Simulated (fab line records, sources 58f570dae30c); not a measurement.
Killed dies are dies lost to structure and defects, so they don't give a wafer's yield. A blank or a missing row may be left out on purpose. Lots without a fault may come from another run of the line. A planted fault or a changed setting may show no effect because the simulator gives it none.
fab line records | flow berkeley_cmos170
record lots=5 wafers=15 last_day=12
route steps=331 shown PLDD@154 NLDD@158 SPACER@171 PSD@175 NSD@187
lots that met no fault: from a run of the same line without faults
start_h: hours from the record's first day to the start of the lot's first wafer shown | wait_h: hours since the lot's step before | " the same as in the row above | L1.1+2: a row that stands for several wafers | - no value, or no start given | * or withheld: withheld | < > ~ a bound
route shown NAME@n: a module of which the file shows steps, and the number in the route of the first | usual: mean/standard deviation of fault-free wafers | same: alike in all rows | chamber/n: place in a boat | sites: the reading at each site | _std_site: their standard deviation | _edge_site: outer sites' mean less inner sites' | radius_mm: how far each site lies from the wafer's centre | mask NAME#n: copy n | behind: the tool/chamber that last shaped the wafer | hold: why the lot was held/for how many hours/how that ended | device: the transistor (n, p or np) that didn't switch | end of line: the same wafers' tests at the end of the route | a step without rows: its recipe alone | killed: dies lost to structure and defects at the first sort, not the wafer's yield | map: a wafer's dies, x killed, . not, _ none there
set.NAME: the setting as run; set.NAME@STEP: as run at that earlier step | model.NAME: the simulator's own value behind a step, which no gauge read
lots at some steps of the route; a table a step, a row a wafer
services: from which hour (start_h, from the record's first day; less than 0 if before it) a tool's chamber was out of use, for how many hours, and why
## steps
# step UCB170_PLDD_IMPLANT_09
# recipe species=BF2 dose_cm2=5e+13 energy_kev=10 tilt_deg=7 rotation_deg=180
# usual beam_energy_keV=10.000/0.0034 faraday_current_uA=158.9/3
# columns lot.wafer tool chamber start_h wait_h beam_energy_keV faraday_current_uA
L077.3 implanter-01 0 137.73 0.1 10.003 158.3
L077.4 " 0 " " 10.004 149.6
L077.6 " 0 " " 10.001 158.1
L081.1 implanter-01 0 153.71 0.1 10.000 159.6
L081.5 " 0 " " 9.995 158.7
L081.6 " 0 " " 10.000 160.0
L090.2 implanter-01 0 197.72 0.1 9.998 161.7
L090.4 " 0 " " 10.000 163.5
L090.5 " 0 " " 10.000 159.4
L096.1 implanter-02 0 240.88 0.1 9.997 160.1
L096.3 " 0 " " 9.993 155.7
L096.6 " 0 " " 10.000 160.4
L097.1 implanter-03 0 241.43 0.1 9.996 156.1
L097.4 " 0 " " 9.996 159.5
L097.5 " 0 " " 9.999 153.4
# step UCB170_PLDD_STRIP_10
# recipe chemistry=O2 power_w=400 pressure_mtorr=3500 platen_temp_c=withheld o2_flow_sccm=400 overash_fraction=0.5
# usual drypump_motor_current_A=5.6/0.32 oes_product_au=0.734/0.0052 strip_time_to_endpoint_s=21.63/0.067
# columns lot.wafer tool chamber start_h wait_h drypump_motor_current_A oes_product_au rf_hours_counter_h strip_time_to_endpoint_s
L077.3 plasma_asher-01 1 137.86 0.1 5.2 0.732 - 21.60
L077.4 " 0 " " 5.7 0.730 - 21.71
L077.6 " 0 " " 5.7 0.737 - 21.62
L081.1 plasma_asher-03 0 153.86 0.1 5.2 0.733 44 21.65
L081.5 " 0 " " 5.2 0.732 - 21.70
L081.6 " 1 " " 5.5 0.741 - 21.65
L090.2 plasma_asher-01 1 197.84 0.1 5.3 0.729 52 21.67
L090.4 " 1 " " 5.2 0.739 - 21.68
L090.5 " 0 " " 5.7 0.737 - 21.70
L096.1 plasma_asher-02 0 241.03 0.1 6.2 0.724 46 21.64
L096.3 " 0 " " 6.2 0.734 - 21.60
L096.6 " 0 " " 6.2 0.735 - 21.53
L097.1 plasma_asher-03 0 241.58 0.1 5.2 0.731 53 21.56
L097.4 " 1 " " 5.5 0.736 - 21.63
L097.5 " 1 " " 5.5 0.733 - 21.58
# step UCB170_PLDD_TW_MEAS_11
# usual PLDD_TW=999/6.2
# columns lot.wafer tool chamber start_h wait_h PLDD_TW
L077.3 film_metro-03 - 137.95 0.1 998
L077.4 " - " " 997
L077.6 " - " " 1001
L081.1 film_metro-01 - 153.96 0.1 1008
L081.5 " - " " 1011
L081.6 " - " " 1010
L090.2 film_metro-04 - 198.12 0.2 1005
L090.4 " - " " 995
L090.5 " - " " 1001
L096.1 film_metro-04 - 241.13 0.1 1000
L096.3 " - " " 1004
L096.6 " - " " 1004
L097.1 film_metro-04 - 241.68 0.1 1002
L097.4 " - " " 998
L097.5 " - " " 1000
# step UCB170_PLDD_CLEAN_12
# recipe chemistry=SPM temp_c=120 time_s=600
# columns lot.wafer tool chamber start_h wait_h
L077.3+4+6 wet_bench-04 1 137.99 0.0
L081.1+5+6 wet_bench-02 3 154.02 0.1
L090.2+4+5 wet_bench-02 0 198.17 0.0
L096.1+3+6 wet_bench-04 3 241.19 0.1
L097.1+4+5 wet_bench-02 1 241.74 0.1
# step UCB170_NLDD_HMDS_00
# recipe prime_time_s=60 prime_temp_c=100
# columns lot.wafer tool chamber start_h wait_h
L077.3+4+6 litho_track-01 0 138.23 0.1
L081.1+5+6 litho_track-03 0 154.64 0.4
L090.2+4+5 litho_track-03 0 198.37 0.0
L096.1+3+6 litho_track-04 0 241.37 0.0
L097.1+4+5 litho_track-03 0 241.91 0.0
# step UCB170_NLDD_COAT_01
# recipe resist=KrF spin_rpm=1500 resist_thk_nm=900
# columns lot.wafer tool chamber start_h wait_h
L077.3+4+6 litho_track-01 0 138.38 0.1
L081.1+5+6 litho_track-03 0 154.79 0.1
L090.2+4+5 litho_track-03 0 198.52 0.1
L096.1+3+6 litho_track-04 0 241.52 0.1
L097.1+4+5 litho_track-03 0 242.06 0.1
# step UCB170_NLDD_SOFTBAKE_02
# recipe resist=KrF temp_c=130 time_s=60
# usual heater_power_total_W=56.80/0.041
# columns lot.wafer tool chamber start_h wait_h heater_power_total_W
L077.3 litho_track-01 0 138.53 0.1 56.76
L077.4 " 0 " " 56.83
L077.6 " 0 " " 56.86
L081.1 litho_track-03 0 154.94 0.1 56.83
L081.5 " 0 " " 56.90
L081.6 " 0 " " 56.75
L090.2 litho_track-03 0 198.67 0.1 56.74
L090.4 " 0 " " 56.78
L090.5 " 0 " " 56.88
L096.1 litho_track-04 0 241.67 0.1 56.81
L096.3 " 0 " " 56.81
L096.6 " 0 " " 56.77
L097.1 litho_track-03 0 242.21 0.1 56.78
L097.4 " 0 " " 56.80
L097.5 " 0 " " 56.83
# step UCB170_NLDD_EXPOSE_03
# recipe mask_id=NSELECT na=0.5 sigma_outer=0.6 source_shape=conventional target_cd_nm=1200 dose_mj=30
# same sigma_outer=0.6
# columns lot.wafer tool chamber start_h wait_h mask
L077.3+4+6 krf_scanner-02 0 138.67 0.1 NSELECT#0
L081.1+5+6 krf_scanner-02 0 155.28 0.3 NSELECT#0
L090.2+4+5 krf_scanner-02 0 198.93 0.2 NSELECT#0
L096.1+3+6 krf_scanner-02 0 241.95 0.2 NSELECT#0
L097.1+4+5 krf_scanner-02 0 242.36 0.1 NSELECT#0
# step UCB170_NLDD_PEB_04
# recipe peb_temp_c=130 peb_time_s=withheld resist=KrF
# usual heater_power_total_W=56.80/0.045
# columns lot.wafer tool chamber start_h wait_h heater_power_total_W
L077.3 litho_track-03 0 138.79 0.1 56.71
L077.4 " 0 " " 56.80
L077.6 " 0 " " 56.82
L081.1 litho_track-03 0 155.40 0.1 56.88
L081.5 " 0 " " 56.82
L081.6 " 0 " " 56.77
L090.2 litho_track-04 0 199.05 0.1 56.81
L090.4 " 0 " " 56.86
L090.5 " 0 " " 56.76
L096.1 litho_track-04 0 242.10 0.1 56.85
L096.3 " 0 " " 56.82
L096.6 " 0 " " 56.72
L097.1 litho_track-04 0 242.48 0.1 56.87
L097.4 " 0 " " 56.82
L097.5 " 0 " " 56.79
# step UCB170_NLDD_DEVELOP_05
# recipe developer=TMAH develop_time_s=45 resist=KrF dev_temp_c=21
# columns lot.wafer tool chamber start_h wait_h
L077.3+4+6 litho_track-03 0 - -
L081.1+5+6 litho_track-03 0 - -
L090.2+4+5 litho_track-04 0 - -
L096.1+3+6 litho_track-04 0 - -
L097.1+4+5 litho_track-04 0 - -
# step UCB170_NLDD_CD_MEAS_06
# recipe target_cd_nm=1200
# usual cd_nm=1200.6/1.3
# columns lot.wafer tool chamber start_h wait_h cd_nm
L077.3 cd_sem-02 - 139.06 - 1199.6
L077.4 " - " " 1199.3
L077.6 " - " " 1200.8
L081.1 cd_sem-01 - 155.68 - 1202.8
L081.5 " - " " 1202.8
L081.6 " - " " 1203.1
L090.2 cd_sem-02 - 199.33 - 1200.7
L090.4 " - " " 1201.5
L090.5 " - " " 1199.3
L096.1 cd_sem-01 - 242.37 - 1200.1
L096.3 " - " " 1199.6
L096.6 " - " " 1198.5
L097.1 cd_sem-01 - 242.75 - 1199.8
L097.4 " - " " 1199.8
L097.5 " - " " 1200.9
# step UCB170_NLDD_OVL_MEAS_07
# usual NLDD_OVL=2/4.4
# columns lot.wafer tool chamber start_h wait_h NLDD_OVL[nm]
L077.3 overlay-02 - 139.15 0.1 0
L077.4 " - " " 6
L077.6 " - " " 7
L081.1 overlay-01 - 155.80 0.1 2
L081.5 " - " " -1
L081.6 " - " " -1
L090.2 overlay-02 - 199.43 0.1 3
L090.4 " - " " 2
L090.5 " - " " 5
L096.1 overlay-01 - 242.49 0.1 -13
L096.3 " - " " -4
L096.6 " - " " -2
L097.1 overlay-02 - 242.87 0.1 6
L097.4 " - " " 7
L097.5 " - " " 4
# step UCB170_NLDD_IMPLANT_08
# recipe species=As dose_cm2=5e+13 energy_kev=30 tilt_deg=7 rotation_deg=0
# usual beam_energy_keV=29.999/0.0099 faraday_current_uA=158/3.2
# columns lot.wafer tool chamber start_h wait_h beam_energy_keV faraday_current_uA
L077.3 implanter-03 0 139.22 0.1 30.004 160
L077.4 " 0 " " 29.992 156
L077.6 " 0 " " 29.999 158
L081.1 implanter-01 0 155.84 0.0 29.992 163
L081.5 " 0 " " 29.998 157
L081.6 " 0 " " 30.001 157
L090.2 implanter-01 0 199.49 0.0 29.995 155
L090.4 " 0 " " 30.002 158
L090.5 " 0 " " 29.985 158
L096.1 implanter-03 0 242.53 0.0 30.009 159
L096.3 " 0 " " 30.019 156
L096.6 " 0 " " 30.006 160
L097.1 implanter-01 0 242.91 0.0 30.009 158
L097.4 " 0 " " 30.000 161
L097.5 " 0 " " 29.997 162
# step UCB170_NLDD_IMPLANT_09
# recipe species=As dose_cm2=5e+13 energy_kev=30 tilt_deg=7 rotation_deg=180
# usual beam_energy_keV=30.000/0.01 faraday_current_uA=159/3.2
# columns lot.wafer tool chamber start_h wait_h beam_energy_keV faraday_current_uA
L077.3 implanter-03 0 139.37 0.1 29.996 160
L077.4 " 0 " " 30.000 157
L077.6 " 0 " " 30.010 163
L081.1 implanter-01 0 155.99 0.1 29.992 157
L081.5 " 0 " " 30.022 161
L081.6 " 0 " " 30.002 159
L090.2 implanter-01 0 199.64 0.1 30.023 157
L090.4 " 0 " " 30.013 157
L090.5 " 0 " " 30.019 161
L096.1 implanter-03 0 242.68 0.1 29.986 158
L096.3 " 0 " " 30.002 155
L096.6 " 0 " " 30.001 159
L097.1 implanter-01 0 243.06 0.1 29.996 162
L097.4 " 0 " " 29.999 159
L097.5 " 0 " " 30.003 160
# step UCB170_NLDD_STRIP_10
# recipe chemistry=O2 power_w=400 pressure_mtorr=3500 platen_temp_c=withheld o2_flow_sccm=400 overash_fraction=0.5
# usual drypump_motor_current_A=5.7/0.32 oes_product_au=0.735/0.0042 strip_time_to_endpoint_s=21.64/0.051
# columns lot.wafer tool chamber start_h wait_h drypump_motor_current_A oes_product_au rf_hours_counter_h strip_time_to_endpoint_s
L077.3 plasma_asher-01 0 139.51 0.1 5.7 0.738 - 21.57
L077.4 " 1 " " 5.2 0.731 - 21.57
L077.6 " 1 " " 5.2 0.734 - 21.60
L081.1 plasma_asher-02 0 156.14 0.1 6.3 0.739 37 21.67
L081.5 " 0 " " 6.2 0.738 - 21.67
L081.6 " 1 " " 5.6 0.734 - 21.70
L090.2 plasma_asher-02 1 199.76 0.1 5.6 0.735 41 21.68
L090.4 " 0 " " 6.2 0.742 - 21.65
L090.5 " 1 " " 5.6 0.735 - 21.66
L096.1 plasma_asher-04 0 242.83 0.1 5.7 0.725 13 21.62
L096.3 " 0 " " 5.7 0.736 - 21.60
L096.6 " 0 " " 5.8 0.737 - 21.58
L097.1 plasma_asher-04 1 243.21 0.1 6.1 0.739 13 21.56
L097.4 " 0 " " 5.8 0.725 - 21.65
L097.5 " 0 " " 5.8 0.740 - 21.61
# step UCB170_NLDD_TW_MEAS_11
# usual NLDD_TW=2198/16
# columns lot.wafer tool chamber start_h wait_h NLDD_TW
L077.3 film_metro-03 - 139.59 0.1 2190
L077.4 " - " " 2201
L077.6 " - " " 2190
L081.1 film_metro-01 - 156.24 0.1 2222
L081.5 " - " " 2209
L081.6 " - " " 2219
L090.2 film_metro-01 - 199.87 0.1 2214
L090.4 " - " " 2229
L090.5 " - " " 2215
L096.1 film_metro-03 - 242.93 0.1 2180
L096.3 " - " " 2182
L096.6 " - " " 2185
L097.1 film_metro-01 - 243.31 0.1 2226
L097.4 " - " " 2213
L097.5 " - " " 2221
# step UCB170_NLDD_CLEAN_12
# recipe chemistry=SPM temp_c=120 time_s=600
# columns lot.wafer tool chamber start_h wait_h
L077.3+4+6 wet_bench-03 0 139.63 0.0
L081.1+5+6 wet_bench-04 3 158.33 2.1
L090.2+4+5 wet_bench-02 3 199.98 0.1
L096.1+3+6 wet_bench-04 0 242.99 0.1
L097.1+4+5 wet_bench-04 0 243.37 0.1
# step UCB170_SPACER_CVD_00
# recipe material=SiO2 target_thk_nm=376 temp_c=390 precursor=TEOS/O2 time_s=47 rf_w=550 pressure_mtorr=9000
# usual heater_power_w=255/46
# columns lot.wafer tool chamber start_h wait_h heater_power_w
L077.3 pecvd-02 2 139.83 0.0 249
L077.4 " 0 " " 295
L077.6 " 2 " " 259
L081.1 pecvd-03 2 158.51 0.0 291
L081.5 " 2 " " 297
L081.6 " 1 " " 165
L090.2 pecvd-03 1 200.15 0.0 245
L090.4 " 2 " " 232
L090.5 " 1 " " 157
L096.1 pecvd-03 0 243.16 0.0 241
L096.3 " 1 " " 234
L096.6 " 0 " " 255
L097.1 pecvd-01 1 243.54 0.0 218
L097.4 " 1 " " 225
L097.5 " 2 " " 211
# step UCB170_SPACER_THK_MEAS_01
# recipe reads=SiO2_of_SPACER_CVD_00
# usual SPACER_TEOS_THK=374/4.8
# columns lot.wafer tool chamber start_h wait_h SPACER_TEOS_THK[nm]
L077.3 film_metro-02 - 139.89 0.0 377
L077.4 " - " " 376
L077.6 " - " " 375
L081.1 film_metro-02 - 158.55 0.0 379
L081.5 " - " " 381
L081.6 " - " " 376
L090.2 film_metro-03 - 200.21 0.0 360
L090.4 " - " " 376
L090.5 " - " " 369
L096.1 film_metro-01 - 243.21 0.0 374
L096.3 " - " " 372
L096.6 " - " " 379
L097.1 film_metro-02 - 243.59 0.0 369
L097.4 " - " " 374
L097.5 " - " " 381
# step UCB170_SPACER_ANNEAL_02
# recipe temp_c=900 time_s=1800 ambient=N2
# usual spike_tc_load_C=926.2/1.7 zone_power_centre_pct=44/5.7
# columns lot.wafer tool chamber start_h wait_h spike_tc_load_C zone_power_centre_pct
L077.3 furnace-04 0 142.30 2.4 927.7 42
L077.4 " 0 " " 926.9 41
L077.6 " 0 " " 926.9 42
L081.1 furnace-01 0 162.05 3.5 924.5 38
L081.5 " 0 " " 924.3 39
L081.6 " 0 " " 924.6 39
L090.2 furnace-01 0 202.77 2.6 922.5 38
L090.4 " 0 " " 925.3 38
L090.5 " 0 " " 926.0 39
L096.1 furnace-04 0 246.50 3.3 926.8 41
L096.3 " 0 " " 925.6 41
L096.6 " 0 " " 925.9 42
L097.1 furnace-04 0 246.50 2.9 925.7 42
L097.4 " 0 " " 926.9 41
L097.5 " 0 " " 927.8 41
# step UCB170_SPACER_ETCHBACK_03
# recipe stop_on=Si target=SiO2 chemistry=CHF3/CF4/Ar CHF3_flow_sccm=50 cf4_flow_sccm=10 Ar_flow_sccm=120 pressure_mtorr=200 rf_w=500 target_depth_a=3760 time_s=100
# usual drypump_motor_current_A=5.6/0.49 mfc_ar_sccm=119.9/0.39 oes_product_au=0.890/0.017 throttle_valve_pct=6.49/0.11
# columns lot.wafer tool chamber start_h wait_h drypump_motor_current_A mfc_ar_sccm oes_product_au rf_hours_counter_h throttle_valve_pct
L077.3 rie_diel-03 3 143.80 0.0 4.7 119.6 0.882 19 6.69
L077.4 " 1 " " 5.7 119.5 0.908 7 6.42
L077.6 " 2 " " 5.6 119.2 0.893 - 6.60
L081.1 rie_diel-04 3 163.55 0.0 5.8 119.6 0.903 147 6.53
L081.5 " 3 " " 5.8 119.8 0.921 - 6.53
L081.6 " 2 " " 6.1 119.9 0.894 - 6.46
L090.2 rie_diel-03 3 204.27 0.0 4.7 119.3 0.853 22 6.69
L090.4 " 0 " " 5.5 120.1 0.907 53 6.32
L090.5 " 0 " " 5.5 119.7 0.882 - 6.31
L096.1 rie_diel-03 3 248.00 0.0 4.7 120.4 0.880 22 6.70
L096.3 " 0 " " 5.5 119.7 0.899 53 6.32
L096.6 " 3 " " 4.8 120.2 0.881 - 6.70
L097.1 rie_diel-01 2 248.00 0.0 5.0 120.0 0.867 37 6.43
L097.4 " 1 " " 6.4 119.7 0.902 - 6.35
L097.5 " 3 " " 5.6 120.2 0.903 - 6.59
# step UCB170_PSD_HMDS_00
# recipe prime_time_s=60 prime_temp_c=100
# columns lot.wafer tool chamber start_h wait_h
L077.3+4+6 litho_track-03 0 144.13 0.3
L081.1+5+6 litho_track-03 0 163.79 0.2
L090.2+4+5 litho_track-02 0 204.67 0.4
L096.1+3+6 litho_track-02 0 248.07 0.0
L097.1+4+5 litho_track-04 0 248.07 0.0
# step UCB170_PSD_COAT_01
# recipe resist=KrF spin_rpm=1500 resist_thk_nm=900
# columns lot.wafer tool chamber start_h wait_h
L077.3+4+6 litho_track-03 0 144.28 0.1
L081.1+5+6 litho_track-03 0 163.94 0.1
L090.2+4+5 litho_track-02 0 204.82 0.1
L096.1+3+6 litho_track-02 0 248.22 0.1
L097.1+4+5 litho_track-04 0 248.22 0.1
# step UCB170_PSD_SOFTBAKE_02
# recipe resist=KrF temp_c=130 time_s=60
# usual heater_power_total_W=56.80/0.043
# columns lot.wafer tool chamber start_h wait_h heater_power_total_W
L077.3 litho_track-03 0 144.43 0.1 56.76
L077.4 " 0 " " 56.79
L077.6 " 0 " " 56.83
L081.1 litho_track-03 0 164.09 0.1 56.75
L081.5 " 0 " " 56.70
L081.6 " 0 " " 56.80
L090.2 litho_track-02 0 204.97 0.1 56.76
L090.4 " 0 " " 56.86
L090.5 " 0 " " 56.80
L096.1 litho_track-02 0 248.37 0.1 56.81
L096.3 " 0 " " 56.80
L096.6 " 0 " " 56.81
L097.1 litho_track-04 0 248.37 0.1 56.80
L097.4 " 0 " " 56.82
L097.5 " 0 " " 56.80
# step UCB170_PSD_EXPOSE_03
# recipe mask_id=PSELECT_MOD na=0.5 sigma_outer=0.6 source_shape=conventional target_cd_nm=1200 dose_mj=30
# same sigma_outer=0.6
# columns lot.wafer tool chamber start_h wait_h mask
L077.3+4+6 krf_scanner-02 0 144.67 0.2 PSELECT_MOD#0
L081.1+5+6 krf_scanner-02 0 164.24 0.1 PSELECT_MOD#0
L090.2+4+5 krf_scanner-02 0 205.12 0.1 PSELECT_MOD#0
L096.1+3+6 krf_scanner-02 0 248.52 0.1 PSELECT_MOD#0
L097.1+4+5 krf_scanner-02 0 248.64 0.2 PSELECT_MOD#0
# step UCB170_PSD_PEB_04
# recipe peb_temp_c=130 peb_time_s=withheld resist=KrF
# usual heater_power_total_W=56.80/0.042
# columns lot.wafer tool chamber start_h wait_h heater_power_total_W
L077.3 litho_track-03 0 145.03 0.3 56.82
L077.4 " 0 " " 56.78
L077.6 " 0 " " 56.75
L081.1 litho_track-04 0 164.36 0.1 56.85
L081.5 " 0 " " 56.83
L081.6 " 0 " " 56.84
L090.2 litho_track-04 0 205.56 0.4 56.84
L090.4 " 0 " " 56.87
L090.5 " 0 " " 56.77
L096.1 litho_track-03 0 248.67 0.1 56.77
L096.3 " 0 " " 56.82
L096.6 " 0 " " 56.79
L097.1 litho_track-03 0 248.95 0.3 56.81
L097.4 " 0 " " 56.77
L097.5 " 0 " " 56.76
# step UCB170_PSD_DEVELOP_05
# recipe developer=TMAH develop_time_s=45 resist=KrF dev_temp_c=21
# columns lot.wafer tool chamber start_h wait_h
L077.3+4+6 litho_track-03 0 - -
L081.1+5+6 litho_track-04 0 - -
L090.2+4+5 litho_track-04 0 - -
L096.1+3+6 litho_track-03 0 - -
L097.1+4+5 litho_track-03 0 - -
# step UCB170_PSD_CD_MEAS_06
# recipe target_cd_nm=1200
# usual cd_nm=1200.2/1.4
# columns lot.wafer tool chamber start_h wait_h cd_nm
L077.3 cd_sem-02 - 145.29 - 1200.6
L077.4 " - " " 1201.3
L077.6 " - " " 1200.0
L081.1 cd_sem-01 - 164.63 - 1200.6
L081.5 " - " " 1201.2
L081.6 " - " " 1200.0
L090.2 cd_sem-01 - 205.83 - 1201.2
L090.4 " - " " 1201.2
L090.5 " - " " 1198.7
L096.1 cd_sem-02 - 248.95 - 1197.6
L096.3 " - " " 1198.8
L096.6 " - " " 1197.1
L097.1 cd_sem-02 - 249.22 - 1201.6
L097.4 " - " " 1202.1
L097.5 " - " " 1201.7
# step UCB170_PSD_OVL_MEAS_07
# usual PSD_OVL=-5/4.4
# columns lot.wafer tool chamber start_h wait_h PSD_OVL[nm]
L077.3 overlay-01 - 145.38 0.1 -7
L077.4 " - " " -4
L077.6 " - " " -4
L081.1 overlay-02 - 164.75 0.1 -2
L081.5 " - " " -1
L081.6 " - " " 2
L090.2 overlay-01 - 205.94 0.1 -10
L090.4 " - " " -3
L090.5 " - " " -3
L096.1 overlay-02 - 249.07 0.1 -2
L096.3 " - " " 6
L096.6 " - " " -2
L097.1 overlay-01 - 249.34 0.1 0
L097.4 " - " " -7
L097.5 " - " " -6
# step UCB170_PSD_IMPLANT_08
# recipe species=B dose_cm2=3e+15 energy_kev=20 tilt_deg=7
# usual beam_energy_keV=19.999/0.0062 faraday_current_uA=9267/190
# columns lot.wafer tool chamber start_h wait_h beam_energy_keV faraday_current_uA
L077.3 implanter-03 0 145.46 0.1 19.999 9380
L077.4 " 0 " " 20.001 9056
L077.6 " 0 " " 20.002 9372
L081.1 implanter-02 0 164.79 0.0 20.001 8992
L081.5 " 0 " " 19.992 9230
L081.6 " 0 " " 19.999 9387
L090.2 implanter-02 0 205.99 0.0 20.000 9326
L090.4 " 0 " " 20.001 9065
L090.5 " 0 " " 20.002 9358
L096.1 implanter-02 0 249.10 0.0 19.995 9104
L096.3 " 0 " " 20.002 9305
L096.6 " 0 " " 19.986 9246
L097.1 implanter-03 0 249.38 0.0 19.996 9580
L097.4 " 0 " " 20.007 9223
L097.5 " 0 " " 19.996 9205
# step UCB170_PSD_STRIP_09
# recipe chemistry=O2 power_w=400 pressure_mtorr=3500 platen_temp_c=withheld o2_flow_sccm=400 overash_fraction=0.5
# usual drypump_motor_current_A=5.7/0.34 oes_product_au=0.600/0.0044 strip_time_to_endpoint_s=29.41/0.078
# columns lot.wafer tool chamber start_h wait_h drypump_motor_current_A oes_product_au rf_hours_counter_h strip_time_to_endpoint_s
L077.3 plasma_asher-04 0 145.59 0.1 5.8 0.596 - 29.44
L077.4 " 1 " " 6.1 0.609 - 29.42
L077.6 " 0 " " 5.7 0.604 - 29.37
L081.1 plasma_asher-04 0 164.94 0.1 5.8 0.599 5 29.43
L081.5 " 1 " " 6.1 0.598 - 29.37
L081.6 " 0 " " 5.7 0.594 - 29.35
L090.2 plasma_asher-02 0 206.12 0.1 6.2 0.598 42 29.31
L090.4 " 1 " " 5.6 0.596 - 29.38
L090.5 " 0 " " 6.2 0.603 - 29.36
L096.1 plasma_asher-04 1 249.25 0.1 6.1 0.603 14 29.33
L096.3 " 1 " " 6.1 0.596 - 29.40
L096.6 " 1 " " 6.1 0.609 - 29.33
L097.1 plasma_asher-02 0 249.53 0.1 6.2 0.597 47 29.23
L097.4 " 1 " " 5.6 0.601 - 29.25
L097.5 " 1 " " 5.6 0.604 - 29.35
# step UCB170_PSD_TW_MEAS_10
# usual PSD_TW=2309/16
# columns lot.wafer tool chamber start_h wait_h PSD_TW
L077.3 film_metro-04 - 145.68 0.1 2308
L077.4 " - " " 2307
L077.6 " - " " 2304
L081.1 film_metro-03 - 165.08 0.1 2296
L081.5 " - " " 2294
L081.6 " - " " 2304
L090.2 film_metro-03 - 206.23 0.1 2285
L090.4 " - " " 2281
L090.5 " - " " 2284
L096.1 film_metro-01 - 249.35 0.1 2334
L096.3 " - " " 2331
L096.6 " - " " 2335
L097.1 film_metro-03 - 249.63 0.1 2290
L097.4 " - " " 2300
L097.5 " - " " 2299
# step UCB170_PSD_CLEAN_11
# recipe chemistry=SPM temp_c=120 time_s=600
# columns lot.wafer tool chamber start_h wait_h
L077.3+4+6 wet_bench-04 1 145.72 0.0
L081.1+5+6 wet_bench-04 3 165.27 0.2
L090.2+4+5 wet_bench-03 1 206.28 0.0
L096.1+3+6 wet_bench-01 0 249.41 0.1
L097.1+4+5 wet_bench-01 0 249.69 0.1
# step UCB170_NSD_HMDS_00
# recipe prime_time_s=60 prime_temp_c=100
# columns lot.wafer tool chamber start_h wait_h
L077.3+4+6 litho_track-03 0 146.30 0.4
L081.1+5+6 litho_track-01 0 165.52 0.1
L090.2+4+5 litho_track-03 0 206.54 0.1
L096.1+3+6 litho_track-02 0 249.59 0.0
L097.1+4+5 litho_track-01 0 249.86 0.0
# step UCB170_NSD_COAT_01
# recipe resist=KrF spin_rpm=1500 resist_thk_nm=900
# columns lot.wafer tool chamber start_h wait_h
L077.3+4+6 litho_track-03 0 146.45 0.1
L081.1+5+6 litho_track-01 0 165.67 0.1
L090.2+4+5 litho_track-03 0 206.69 0.1
L096.1+3+6 litho_track-02 0 249.74 0.1
L097.1+4+5 litho_track-01 0 250.01 0.1
# step UCB170_NSD_SOFTBAKE_02
# recipe resist=KrF temp_c=130 time_s=60
# usual heater_power_total_W=56.80/0.046
# columns lot.wafer tool chamber start_h wait_h heater_power_total_W
L077.3 litho_track-03 0 146.60 0.1 56.82
L077.4 " 0 " " 56.77
L077.6 " 0 " " 56.82
L081.1 litho_track-01 0 165.82 0.1 56.90
L081.5 " 0 " " 56.75
L081.6 " 0 " " 56.81
L090.2 litho_track-03 0 206.84 0.1 56.77
L090.4 " 0 " " 56.76
L090.5 " 0 " " 56.79
L096.1 litho_track-02 0 249.89 0.1 56.76
L096.3 " 0 " " 56.80
L096.6 " 0 " " 56.83
L097.1 litho_track-01 0 250.16 0.1 56.82
L097.4 " 0 " " 56.77
L097.5 " 0 " " 56.77
# step UCB170_NSD_EXPOSE_03
# recipe mask_id=NSELECT_MOD na=0.5 sigma_outer=0.6 source_shape=conventional target_cd_nm=1200 dose_mj=30
# same sigma_outer=0.6
# columns lot.wafer tool chamber start_h wait_h mask
L077.3+4+6 krf_scanner-02 0 146.76 0.1 NSELECT_MOD#0
L081.1+5+6 krf_scanner-02 0 165.97 0.1 NSELECT_MOD#0
L090.2+4+5 krf_scanner-02 0 207.06 0.2 NSELECT_MOD#0
L096.1+3+6 krf_scanner-02 0 250.04 0.1 NSELECT_MOD#0
L097.1+4+5 krf_scanner-02 0 250.31 0.1 NSELECT_MOD#0
# step UCB170_NSD_PEB_04
# recipe peb_temp_c=130 peb_time_s=withheld resist=KrF
# usual heater_power_total_W=56.80/0.043
# columns lot.wafer tool chamber start_h wait_h heater_power_total_W
L077.3 litho_track-02 0 146.88 0.1 56.83
L077.4 " 0 " " 56.77
L077.6 " 0 " " 56.73
L081.1 litho_track-01 0 166.09 0.1 56.82
L081.5 " 0 " " 56.81
L081.6 " 0 " " 56.84
L090.2 litho_track-03 0 207.18 0.1 56.73
L090.4 " 0 " " 56.84
L090.5 " 0 " " 56.71
L096.1 litho_track-03 0 250.15 0.1 56.83
L096.3 " 0 " " 56.72
L096.6 " 0 " " 56.81
L097.1 litho_track-01 0 250.43 0.1 56.76
L097.4 " 0 " " 56.79
L097.5 " 0 " " 56.82
# step UCB170_NSD_DEVELOP_05
# recipe developer=TMAH develop_time_s=45 resist=KrF dev_temp_c=21
# columns lot.wafer tool chamber start_h wait_h
L077.3+4+6 litho_track-02 0 - -
L081.1+5+6 litho_track-01 0 - -
L090.2+4+5 litho_track-03 0 - -
L096.1+3+6 litho_track-03 0 - -
L097.1+4+5 litho_track-01 0 - -
# step UCB170_NSD_CD_MEAS_06
# recipe target_cd_nm=1200
# usual cd_nm=1200.3/1.2
# columns lot.wafer tool chamber start_h wait_h cd_nm
L077.3 cd_sem-01 - 147.23 - 1199.7
L077.4 " - " " 1201.7
L077.6 " - " " 1201.9
L081.1 cd_sem-01 - 166.36 - 1199.9
L081.5 " - " " 1199.3
L081.6 " - " " 1199.8
L090.2 cd_sem-01 - 207.45 - 1200.6
L090.4 " - " " 1199.1
L090.5 " - " " 1200.2
L096.1 cd_sem-01 - 250.43 - 1199.8
L096.3 " - " " 1197.9
L096.6 " - " " 1198.2
L097.1 cd_sem-02 - 250.70 - 1201.1
L097.4 " - " " 1200.5
L097.5 " - " " 1201.9
## services
# columns tool chamber start_h hours kind
rie_diel-03 - 116.01 2.8 pm
implanter-03 - 123.47 0.8 repair
implanter-02 - 129.16 3.9 pm
plasma_asher-04 - 129.53 5.8 repair
plasma_asher-02 - 130.07 8.0 repair
furnace-01 - 130.87 3.2 pm
pecvd-01 - 135.50 14.0 pm
pecvd-02 1 136.96 12.5 repair
rie_diel-04 1 150.85 3.4 repair
krf_scanner-02 - 153.59 1.0 pm
furnace-04 - 155.15 4.7 pm
rie_diel-04 1 174.40 9.4 repair
rie_diel-01 2 198.22 1.6 repair
pecvd-02 - 210.30 0.7 repair
krf_scanner-02 - 210.96 4.4 pm
rie_diel-03 - 213.15 28.1 pm
rie_diel-01 0 216.04 16.1 repair
pecvd-01 1 222.65 9.6 repair
plasma_asher-04 - 222.89 1.3 repair
wet_bench-02 - 224.87 1.0 repair
wet_bench-03 - 232.19 1.9 repair
rie_diel-01 0 236.69 14.6 repair
krf_scanner-02 - 237.97 0.8 pm
implanter-01 - 244.95 3.9 repair
## key
fault none
